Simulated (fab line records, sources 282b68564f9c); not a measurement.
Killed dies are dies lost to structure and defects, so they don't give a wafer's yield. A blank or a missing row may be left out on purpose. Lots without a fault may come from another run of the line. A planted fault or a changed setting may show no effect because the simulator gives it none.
fab line records | flow rit_cmos
record lots=7 wafers=21 last_day=6
route steps=202 shown SDANNEAL@154 PSD@157 NSD@158 PLDD@159 NLDD@160 SILICIDE@161 M1@202
lots that met no fault: from a run of the same line without faults
start_h: hours from the record's first day to the start of the lot's first wafer shown | wait_h: hours since the lot's step before | " the same as in the row above | L1.1+2: a row that stands for several wafers | - no value, or no start given | * or withheld: withheld | < > ~ a bound
route shown NAME@n: a module of which the file shows steps, and the number in the route of the first | usual: mean/standard deviation of fault-free wafers | same: alike in all rows | chamber/n: place in a boat | sites: the reading at each site | _std_site: their standard deviation | _edge_site: outer sites' mean less inner sites' | radius_mm: how far each site lies from the wafer's centre | mask NAME#n: copy n | behind: the tool/chamber that last shaped the wafer | hold: why the lot was held/for how many hours/how that ended | device: the transistor (n, p or np) that didn't switch | end of line: the same wafers' tests at the end of the route | a step without rows: its recipe alone | killed: dies lost to structure and defects at the first sort, not the wafer's yield | map: a wafer's dies, x killed, . not, _ none there
set.NAME: the setting as run; set.NAME@STEP: as run at that earlier step | model.NAME: the simulator's own value behind a step, which no gauge read
lots at some steps of the route; a table a step, a row a wafer
services: from which hour (start_h, from the record's first day; less than 0 if before it) a tool's chamber was out of use, for how many hours, and why
## steps
# step RIT_SDANNEAL_CLEAN_01
# recipe chemistry=dHF dilution=50:1 time_s=30
# step RIT_SDANNEAL_CLEAN_02
# recipe chemistry=SC2 mix=3:3:50 time_s=600 temp_c=75 dry=n2_spin
# step RIT_SDANNEAL_RTA_03
# recipe temp_c=1050 time_s=5 idle_temp_c=600 ramp_up_c_per_s=342 ramp_down_c_per_s=171 cool_to_c=600 ambient=N2
# usual anneal_temp_c_max=1055.0/1.5 wafer_temp_C_max=1053.5/1.2
# columns lot.wafer tool chamber start_h wait_h anneal_temp_c_max wafer_temp_C_max
L323.3 rtp_anneal-02 0 63.24 0.0 1054.1 1055.0
L323.5 " 0 " " 1053.9 1054.2
L323.6 " 0 " " 1053.5 1052.5
L327.1 rtp_anneal-02 0 81.99 0.0 1053.2 1054.9
L327.2 " 0 " " 1053.8 1051.8
L327.6 " 0 " " 1053.7 1054.9
L329.2 rtp_anneal-01 0 89.68 0.0 1056.3 1057.6
L329.3 " 0 " " 1054.6 1053.2
L329.5 " 0 " " 1056.4 1052.3
L328.2 rtp_anneal-02 0 91.54 0.0 1054.5 1052.6
L328.4 " 0 " " 1054.4 1056.6
L328.5 " 0 " " 1052.9 1053.8
L330.1 rtp_anneal-01 0 94.76 0.0 1055.1 1052.7
L330.3 " 0 " " 1056.9 1053.7
L330.6 " 0 " " 1054.9 1053.3
L335.2 rtp_anneal-02 0 119.41 0.0 1053.3 1052.4
L335.3 " 0 " " 1053.2 1056.2
L335.6 " 0 " " 1053.4 1053.6
L337.1 rtp_anneal-02 0 127.74 0.0 1054.6 1053.6
L337.3 " 0 " " 1055.1 1054.3
L337.5 " 0 " " 1054.9 1052.8
# step RIT_SDANNEAL_RS_MEAS_04
# recipe thk_meas_gauge=four-point-probe
# usual PSD_RS=115.8/0.37
# columns lot.wafer tool chamber start_h wait_h PSD_RS[ohm/sq]
L323.3 film_metro-03 - 63.32 0.1 115.9
L323.5 " - " " 115.4
L323.6 " - " " 115.6
L327.1 film_metro-03 - 82.05 0.0 115.5
L327.2 " - " " 115.4
L327.6 " - " " 115.8
L329.2 film_metro-02 - 89.74 0.1 115.7
L329.3 " - " " 115.7
L329.5 " - " " 115.6
L328.2 film_metro-01 - 91.61 0.1 116.3
L328.4 " - " " 116.2
L328.5 " - " " 116.0
L330.1 film_metro-03 - 94.81 0.0 116.1
L330.3 " - " " 116.1
L330.6 " - " " 116.1
L335.2 film_metro-02 - 119.51 0.1 116.1
L335.3 " - " " 115.6
L335.6 " - " " 115.9
L337.1 film_metro-03 - 127.80 0.0 115.9
L337.3 " - " " 115.5
L337.5 " - " " 115.8
# step RIT_SDANNEAL_RS_MEAS_05
# recipe thk_meas_gauge=four-point-probe
# usual NSD_RS=84.3/0.33
# columns lot.wafer tool chamber start_h wait_h NSD_RS[ohm/sq]
L323.3 film_metro-03 - 63.44 0.1 83.8
L323.5 " - " " 83.9
L323.6 " - " " 83.9
L327.1 film_metro-03 - 82.17 0.1 84.2
L327.2 " - " " 84.1
L327.6 " - " " 83.9
L329.2 film_metro-02 - 89.86 0.1 84.5
L329.3 " - " " 84.6
L329.5 " - " " 84.2
L328.2 film_metro-01 - 91.73 0.1 84.6
L328.4 " - " " 84.5
L328.5 " - " " 84.7
L330.1 film_metro-03 - 94.93 0.1 84.3
L330.3 " - " " 84.3
L330.6 " - " " 84.2
L335.2 film_metro-02 - 119.63 0.1 84.3
L335.3 " - " " 84.5
L335.6 " - " " 84.4
L337.1 film_metro-03 - 127.92 0.1 84.0
L337.3 " - " " 84.6
L337.5 " - " " 84.2
# step RIT_SDANNEAL_RS_MEAS_06
# recipe thk_meas_gauge=four-point-probe
# usual PLDD_RS=179.5/0.7
# columns lot.wafer tool chamber start_h wait_h PLDD_RS[ohm/sq]
L323.3 film_metro-03 - 63.56 0.1 179.7
L323.5 " - " " 179.3
L323.6 " - " " 179.6
L327.1 film_metro-03 - 82.29 0.1 179.0
L327.2 " - " " 179.1
L327.6 " - " " 179.0
L329.2 film_metro-02 - 89.98 0.1 179.7
L329.3 " - " " 179.6
L329.5 " - " " 179.5
L328.2 film_metro-01 - 91.85 0.1 181.2
L328.4 " - " " 180.4
L328.5 " - " " 180.4
L330.1 film_metro-03 - 95.05 0.1 179.4
L330.3 " - " " 179.5
L330.6 " - " " 180.0
L335.2 film_metro-02 - 119.75 0.1 178.9
L335.3 " - " " 179.1
L335.6 " - " " 179.6
L337.1 film_metro-03 - 128.04 0.1 178.9
L337.3 " - " " 179.4
L337.5 " - " " 179.0
# step RIT_SDANNEAL_RS_MEAS_07
# recipe thk_meas_gauge=four-point-probe
# usual NLDD_RS=151.5/0.51
# columns lot.wafer tool chamber start_h wait_h NLDD_RS[ohm/sq]
L323.3 film_metro-03 - 63.68 0.1 152.0
L323.5 " - " " 151.3
L323.6 " - " " 151.2
L327.1 film_metro-03 - 82.41 0.1 151.7
L327.2 " - " " 152.3
L327.6 " - " " 151.8
L329.2 film_metro-02 - 90.10 0.1 151.3
L329.3 " - " " 151.5
L329.5 " - " " 151.5
L328.2 film_metro-01 - 91.97 0.1 152.9
L328.4 " - " " 153.0
L328.5 " - " " 152.8
L330.1 film_metro-03 - 95.17 0.1 151.4
L330.3 " - " " 151.9
L330.6 " - " " 151.9
L335.2 film_metro-02 - 119.87 0.1 151.6
L335.3 " - " " 151.2
L335.6 " - " " 151.5
L337.1 film_metro-03 - 128.16 0.1 151.9
L337.3 " - " " 151.5
L337.5 " - " " 151.8
# step RIT_SILICIDE_WET_ETCH_00
# recipe chemistry=BOE target=SiO2 target_depth_nm=14 time_s=15 dry=n2_spin dilution=10:1 temp_c=21.5
# step RIT_SILICIDE_SPUTTER_01
# recipe material=Ti target_thk_nm=30 power_w=350 chamber_pressure_pa=0.667 gas=Ar time_s=240 substrate_temp_c=25
# usual chamber_pressure_pa=0.6670/0.0014 throttle_valve_pct=30.7/0.94
# columns lot.wafer tool chamber start_h wait_h chamber_pressure_pa throttle_valve_pct
L323.3 pvd_sputter-04 - 63.78 0.0 0.6658 31.5
L323.5 " - " " 0.6669 31.2
L323.6 " - " " 0.6673 31.7
L327.1 pvd_sputter-04 - 82.54 0.0 0.6670 31.8
L327.2 " - " " 0.6662 28.8
L327.6 " - " " 0.6697 28.8
L329.2 pvd_sputter-01 - 90.22 0.0 0.6701 31.4
L329.3 " - " " 0.6677 30.6
L329.5 " - " " 0.6681 30.9
L328.2 pvd_sputter-04 - 92.09 0.0 0.6659 28.9
L328.4 " - " " 0.6664 31.9
L328.5 " - " " 0.6662 29.0
L330.1 pvd_sputter-01 - 95.31 0.0 0.6665 30.6
L330.3 " - " " 0.6685 31.2
L330.6 " - " " 0.6668 31.3
L335.2 pvd_sputter-04 - 119.98 0.0 0.6674 31.2
L335.3 " - " " 0.6687 31.7
L335.6 " - " " 0.6667 31.8
L337.1 pvd_sputter-04 - 128.30 0.0 0.6672 31.1
L337.3 " - " " 0.6693 32.0
L337.5 " - " " 0.6658 31.4
# step RIT_SILICIDE_RS_MEAS_02
# recipe thk_meas_gauge=four-point-probe reads=Ti_of_SILICIDE_SPUTTER_01
# usual SILICIDE_TI_RS=48.2/0.76
# columns lot.wafer tool chamber start_h wait_h SILICIDE_TI_RS[ohm/sq]
L323.3 film_metro-04 - 63.97 0.1 47.8
L323.5 " - " " 48.0
L323.6 " - " " 47.6
L327.1 film_metro-04 - 82.69 0.1 46.9
L327.2 " - " " 47.8
L327.6 " - " " 47.2
L329.2 film_metro-04 - 90.39 0.1 49.6
L329.3 " - " " 48.6
L329.5 " - " " 49.4
L328.2 film_metro-03 - 92.26 0.1 47.8
L328.4 " - " " 48.3
L328.5 " - " " 48.0
L330.1 film_metro-02 - 95.46 0.1 47.6
L330.3 " - " " 48.0
L330.6 " - " " 47.7
L335.2 film_metro-02 - 120.15 0.1 47.5
L335.3 " - " " 48.3
L335.6 " - " " 48.1
L337.1 film_metro-02 - 128.45 0.1 47.6
L337.3 " - " " 48.2
L337.5 " - " " 48.4
# step RIT_SILICIDE_THK_MEAS_03
# recipe thk_meas_gauge=xrf reads=Ti_of_SILICIDE_SPUTTER_01
# usual SILICIDE_TI_THK=29.8/0.39
# columns lot.wafer tool chamber start_h wait_h SILICIDE_TI_THK[nm]
L323.3 film_metro-04 - 64.07 0.1 30.0
L323.5 " - " " 30.1
L323.6 " - " " 30.2
L327.1 film_metro-04 - 82.81 0.1 30.4
L327.2 " - " " 30.1
L327.6 " - " " 30.4
L329.2 film_metro-04 - 90.50 0.1 29.1
L329.3 " - " " 29.6
L329.5 " - " " 29.2
L328.2 film_metro-03 - 92.37 0.1 29.8
L328.4 " - " " 29.6
L328.5 " - " " 29.8
L330.1 film_metro-02 - 95.58 0.1 30.2
L330.3 " - " " 30.1
L330.6 " - " " 30.4
L335.2 film_metro-02 - 120.26 0.1 30.3
L335.3 " - " " 29.9
L335.6 " - " " 30.0
L337.1 film_metro-02 - 128.57 0.1 30.3
L337.3 " - " " 29.9
L337.5 " - " " 29.7
# step RIT_SILICIDE_RTA_04
# recipe temp_c=650 time_s=10 idle_temp_c=25 ramp_up_s=5 ramp_down_s=5 cool_to_c=25 ambient=N2
# usual anneal_temp_c_max=653.0/0.89 wafer_temp_C_max=652.8/0.55
# columns lot.wafer tool chamber start_h wait_h anneal_temp_c_max wafer_temp_C_max
L323.3 rtp_anneal-02 0 64.13 0.1 652.0 652.9
L323.5 " 0 " " 652.3 652.7
L323.6 " 0 " " 652.2 652.6
L327.1 rtp_anneal-02 0 82.87 0.1 651.8 653.5
L327.2 " 0 " " 652.0 652.9
L327.6 " 0 " " 653.0 652.8
L329.2 rtp_anneal-02 0 90.56 0.1 652.5 651.5
L329.3 " 0 " " 652.8 652.6
L329.5 " 0 " " 653.3 652.1
L328.2 rtp_anneal-01 0 92.43 0.1 653.8 653.4
L328.4 " 0 " " 654.2 653.1
L328.5 " 0 " " 654.2 653.4
L330.1 rtp_anneal-02 0 95.64 0.1 652.8 652.9
L330.3 " 0 " " 652.6 652.3
L330.6 " 0 " " 652.4 651.8
L335.2 rtp_anneal-01 0 120.32 0.1 653.9 653.3
L335.3 " 0 " " 653.1 653.0
L335.6 " 0 " " 653.8 653.3
L337.1 rtp_anneal-01 0 128.63 0.1 653.7 653.0
L337.3 " 0 " " 653.7 653.6
L337.5 " 0 " " 653.5 652.6
# step RIT_SILICIDE_WET_ETCH_05
# recipe chemistry=SPM target=Ti temp_c=90 time_s=120 dry=n2_spin
# usual bath_guard_temp_C=89.9/0.56 bath_heat_duty_pct=13.3/1.4
# columns lot.wafer tool chamber start_h wait_h bath_guard_temp_C bath_heat_duty_pct
L323.3 wet_bench-02 0 64.17 0.0 88.3 12.7
L323.5 " 0 " " 88.6 12.6
L323.6 " 0 " " 88.7 12.3
L327.1 wet_bench-04 3 82.94 0.1 90.1 13.3
L327.2 " 3 " " 90.1 13.2
L327.6 " 3 " " 90.3 13.1
L329.2 wet_bench-02 3 90.61 0.0 - -
L329.3 " 3 " " - -
L329.5 " 3 " " - -
L328.2 wet_bench-04 3 92.48 0.0 - -
L328.4 " 3 " " - -
L328.5 " 3 " " - -
L330.1 wet_bench-04 2 95.70 0.1 - -
L330.3 " 2 " " - -
L330.6 " 2 " " - -
L335.2 wet_bench-01 0 120.38 0.0 89.5 11.1
L335.3 " 0 " " 90.0 12.5
L335.6 " 0 " " 89.5 12.5
L337.1 wet_bench-02 0 128.69 0.1 88.4 11.5
L337.3 " 0 " " 88.6 12.3
L337.5 " 0 " " 88.0 11.5
# step RIT_SILICIDE_RTA_06
# recipe temp_c=750 time_s=10.37 idle_temp_c=25 ramp_up_s=5 ramp_down_s=10 cool_to_c=25 ambient=N2
# usual anneal_temp_c_max=753.5/0.89 wafer_temp_C_max=753.2/0.7
# columns lot.wafer tool chamber start_h wait_h anneal_temp_c_max wafer_temp_C_max
L323.3 rtp_anneal-02 0 64.24 0.0 753.4 753.0
L323.5 " 0 " " 754.3 752.5
L323.6 " 0 " " 752.3 753.0
L327.1 rtp_anneal-02 0 82.98 0.0 752.5 753.3
L327.2 " 0 " " 753.3 752.4
L327.6 " 0 " " 753.6 752.7
L329.2 rtp_anneal-01 0 90.67 0.0 753.2 753.6
L329.3 " 0 " " 753.0 753.1
L329.5 " 0 " " 753.9 753.1
L328.2 rtp_anneal-02 0 92.54 0.0 753.0 752.0
L328.4 " 0 " " 752.7 753.8
L328.5 " 0 " " 753.9 753.4
L330.1 rtp_anneal-01 0 95.75 0.0 753.2 753.4
L330.3 " 0 " " 753.8 753.5
L330.6 " 0 " " 752.9 752.9
L335.2 rtp_anneal-02 0 120.43 0.0 752.5 753.9
L335.3 " 0 " " 753.3 752.3
L335.6 " 0 " " 751.9 753.0
L337.1 rtp_anneal-02 0 128.73 0.0 753.3 753.0
L337.3 " 0 " " 752.4 753.0
L337.5 " 0 " " 753.3 752.7
# step RIT_M1_PROBE_99
# usual killed_at_contacts=0.1/0.25 killed_at_front_end=6.8/2.9 killed_dies=6.9/2.9 killed_on_rim=1.7/1.3 killed_open=3.3/1.9 killed_short=3.6/1.9
# same gross_dies=264 killed_at_M0_to_M3=0 killed_at_M4_up=0 killed_at_back_side=0 killed_at_other=0
# columns lot.wafer tool chamber start_h wait_h killed_at_contacts killed_at_front_end killed_dies killed_on_rim killed_open killed_short
L329.2 prober-02 - 97.28 0.1 0 264 264 70 4 6
L329.3 prober-02 - 97.33 0.2 0 264 264 70 2 5
L329.5 prober-02 - 97.43 0.2 0 264 264 70 3 4
L328.2 prober-01 - 99.02 0.1 0 264 264 70 2 2
L328.4 prober-01 - 99.12 0.2 0 264 264 70 2 3
L328.5 prober-01 - 99.17 0.2 0 264 264 70 4 4
L330.1 prober-02 - 102.17 0.1 0 264 264 70 2 5
L330.3 prober-02 - 102.27 0.2 0 264 264 70 2 3
L330.6 prober-02 - 102.42 0.2 0 264 264 70 1 4
# killed by level:class
L329.2 SILICIDE:area_etch=254 GATE:geometric_particle:short=5 GATE:geometric_particle:open=3 REOX:geometric_particle:open=1 SILICIDE:geometric_particle:short=1
L329.3 SILICIDE:area_etch=257 GATE:geometric_particle:short=2 FOX1:geometric_particle:short=1 FOX2:geometric_particle:open=1 GATE:geometric_particle:open=1 REOX:geometric_particle:short=1 SILICIDE:geometric_particle:short=1
L329.5 SILICIDE:area_etch=257 GATE:geometric_particle:short=3 FOX1:geometric_particle:short=1 GATE:geometric_particle:open=1 REOX:geometric_particle:open=1 SILICIDE:geometric_particle:open=1
L328.2 SILICIDE:area_etch=260 GATE:geometric_particle:short=1 GATE:geometric_particle:open=1 REOX:geometric_particle:short=1 REOX:geometric_particle:open=1
L328.4 SILICIDE:area_etch=259 FOX1:geometric_particle:short=1 FOX2:geometric_particle:open=1 FOX2:geometric_particle:short=1 GATE:geometric_particle:short=1 SPACER:geometric_particle:open=1
L328.5 SILICIDE:area_etch=256 REOX:geometric_particle:open=2 SPACER:geometric_particle:short=2 FOX1:geometric_particle:open=1 FOX1:geometric_particle:short=1 SILICIDE:geometric_particle:open=1 SILICIDE:geometric_particle:short=1
L330.1 SILICIDE:area_etch=257 GATE:geometric_particle:short=3 REOX:geometric_particle:short=2 FOX2:geometric_particle:open=1 REOX:geometric_particle:open=1
L330.3 SILICIDE:area_etch=259 FOX1:geometric_particle:open=1 FOX1:geometric_particle:short=1 GATE:geometric_particle:short=1 REOX:geometric_particle:open=1 SILICIDE:geometric_particle:short=1
L330.6 SILICIDE:area_etch=259 GATE:geometric_particle:short=3 GATE:geometric_particle:open=1 SPACER:geometric_particle:short=1
# map L328.2 (x killed, . not)
________xxxxxxx_______
_____xxxxxxxxxxxxx____
____xxxxxxxxxxxxxxx___
___xxxxxxxxxxxxxxxxx__
__xxxxxxxxxxxxxxxxxxx_
__xxxxxxxxxxxxxxxxxxx_
_xxxxxxxxxxxxxxxxxxxxx
_xxxxxxxxxxxxxxxxxxxxx
_xxxxxxxxxxxxxxxxxxxxx
_xxxxxxxxxxxxxxxxxxxxx
__xxxxxxxxxxxxxxxxxxx_
__xxxxxxxxxxxxxxxxxxx_
___xxxxxxxxxxxxxxxxx__
____xxxxxxxxxxxxxxx___
_____xxxxxxxxxxxxx____
________xxxxxxx_______
# map L329.2 (x killed, . not)
________xxxxxxx_______
_____xxxxxxxxxxxxx____
____xxxxxxxxxxxxxxx___
___xxxxxxxxxxxxxxxxx__
__xxxxxxxxxxxxxxxxxxx_
__xxxxxxxxxxxxxxxxxxx_
_xxxxxxxxxxxxxxxxxxxxx
_xxxxxxxxxxxxxxxxxxxxx
_xxxxxxxxxxxxxxxxxxxxx
_xxxxxxxxxxxxxxxxxxxxx
__xxxxxxxxxxxxxxxxxxx_
__xxxxxxxxxxxxxxxxxxx_
___xxxxxxxxxxxxxxxxx__
____xxxxxxxxxxxxxxx___
_____xxxxxxxxxxxxx____
________xxxxxxx_______
## services
# columns tool chamber start_h hours kind
rtp_anneal-01 - 79.63 5.0 pm
pvd_sputter-01 - 80.12 3.4 repair
## key
first_sign step=RIT_SILICIDE_WET_ETCH_05 reading=tool_record direction=missing
effect step=RIT_M1_PROBE_99 reading=killed_at_front_end direction=up sigmas=89 usual=6.8 struck=264
more_kills_born_at RIT_SILICIDE_WET_ETCH_05@wet_bench-04=1550 RIT_SILICIDE_WET_ETCH_05@wet_bench-02=768
met_at RIT_SILICIDE_WET_ETCH_05
struck_wafers L328.2,L328.4,L328.5,L329.2,L329.3,L329.5,L330.1,L330.3,L330.6
later_rows_left_out L328.2,L328.4,L328.5,L329.2,L329.3,L329.5,L330.1,L330.3,L330.6
tester_left_out L328,L329,L330
onset_between 82.94 90.61
fault kind=skipped_step_whole tool=wet_bench-02,wet_bench-04 chamber=- onset_h=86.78 steps=RIT_SILICIDE_WET_ETCH_05 scope=struck_lots_only
# tester_left_out: of these lots the tester's yield and bins aren't shown, on N5 and GAA mostly nor the transistor test; their killed dies are dies lost to structure and defects alone, not to doping, threshold or leakage, so they don't give the yield
# later_rows_left_out: the simulator's readings of these wafers behind a module that went badly wrong aren't trusted and aren't shown, but for the sort
